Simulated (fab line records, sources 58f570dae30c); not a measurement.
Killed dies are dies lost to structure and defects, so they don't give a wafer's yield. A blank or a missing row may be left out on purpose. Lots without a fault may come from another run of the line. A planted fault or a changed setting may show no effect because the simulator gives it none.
Which tool did it? | flow berkeley_cmos170 | 7 lots, 21 wafers sampled, at 2 steps of a route of 331

WHAT THE GAUGES READ, wafer by wafer
UCB170_PWELL_THK_MEAS_06.
lot  | measured    | on            | PWELL_NITRIDE_THK (nm)
L675 | day 3 22:21 | film_metro-04 | 222.2 221.4 220.3
L677 | day 4 06:45 | film_metro-02 | 220.1 217.4 217.2
L680 | day 4 18:52 | film_metro-04 | 220.1 220.4 220.9
L683 | day 5 06:28 | film_metro-04 | 221.0 219.9 220.2
L687 | day 5 23:47 | film_metro-02 | 415.1 416.1 414.3
L695 | day 7 23:13 | film_metro-02 | 219.0 219.4 220.1
L697 | day 8 13:34 | film_metro-03 | 218.0 219.5 219.6

WHICH TOOL RAN EACH LOT (tool, then ch and the chambers of the sampled wafers, then the start)
lot  | UCB170_PWELL_CVD_05
L675 | lpcvd-02 ch 0, day 3 20:26
L677 | lpcvd-01 ch 0, day 4 04:50
L680 | lpcvd-02 ch 0, day 4 16:57
L683 | lpcvd-01 ch 0, day 5 04:32
L687 | lpcvd-01 ch 1, day 5 21:52
L695 | lpcvd-02 ch 1, day 7 21:17
L697 | lpcvd-02 ch 1, day 8 10:41
- UCB170_PWELL_CVD_05: deposits Si3N4 from SiH2Cl2/NH3, target thk 220 nm, time 3300 s.

THE ANSWER, worked out from the rows above alone
Rule: what is usual is taken from the lots themselves. Put in order of their means at a reading, lots are off if they are a third of the lots or fewer, leave a main group of 4 or more, and stand apart from it by a gap of 3 or more times the standard deviation of the main group's means; of several such gaps the widest counts. A main group whose means are all the same, to the digits that the tables above print for the reading, isn't used. A lot without any number at a reading at which 4 lots or more have one is off too. The other lots that the step has rows for count as sound.
Off: L687, at UCB170_PWELL_THK_MEAS_06 (PWELL_NITRIDE_THK). The main group: mean 219.8 nm, standard deviation 1.
A tool fits if, at a process step before that reading, it ran every lot that is off, and no sound lot after the first of them. The gauges at UCB170_PWELL_THK_MEAS_06 are tried like those tools. One fits: lpcvd-01 at UCB170_PWELL_CVD_05. Its last sound lot is L683 (day 5 04:32), its first lot that is off L687 (day 5 21:52): a fault that began between those two fits.

WHAT THE SIMULATOR HAD PUT IN
Process parameter drift: lpcvd-01, from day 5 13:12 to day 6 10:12, at UCB170_PWELL_CVD_05. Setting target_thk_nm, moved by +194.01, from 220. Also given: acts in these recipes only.
Lots struck among those shown: L687. The rule above found the same.
